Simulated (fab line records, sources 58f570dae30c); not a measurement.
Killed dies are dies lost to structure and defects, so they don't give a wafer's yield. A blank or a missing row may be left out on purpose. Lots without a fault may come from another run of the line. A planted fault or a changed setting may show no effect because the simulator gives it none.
Which tool did it? | flow berkeley_cmos170 | 7 lots, 21 wafers sampled, at 1 step of a route of 331

WHAT THE GAUGES READ, wafer by wafer
UCB170_START_BOW_MEAS_00.
lot  | measured    | on            | INCOMING_BOW (um)
L619 | day 1 15:01 | film_metro-04 | -10 7 11
L621 | day 2 01:00 | film_metro-03 | 0 -8 3
L623 | day 2 11:00 | film_metro-04 | -2 6 7
L625 | day 2 21:01 | film_metro-01 | -4 7 -4
L631 | day 4 03:00 | film_metro-04 | -8 2 12
L634 | day 4 18:00 | film_metro-03 | -2 8 -2
L639 | day 5 19:00 | film_metro-04 | 4 -2 -7

WHICH TOOL RAN EACH LOT (tool, then ch and the chambers of the sampled wafers, then the start)
The record holds no process step before these readings.

THE ANSWER, worked out from the rows above alone
Rule: what is usual is taken from the lots themselves. Put in order of their means at a reading, lots are off if they are a third of the lots or fewer, leave a main group of 4 or more, and stand apart from it by a gap of 3 or more times the standard deviation of the main group's means; of several such gaps the widest counts. A main group whose means are all the same, to the digits that the tables above print for the reading, isn't used. A lot without any number at a reading at which 4 lots or more have one is off too. The other lots that the step has rows for count as sound.
No lot is off at any reading shown: from this, nothing can be told.

WHAT THE SIMULATOR HAD PUT IN
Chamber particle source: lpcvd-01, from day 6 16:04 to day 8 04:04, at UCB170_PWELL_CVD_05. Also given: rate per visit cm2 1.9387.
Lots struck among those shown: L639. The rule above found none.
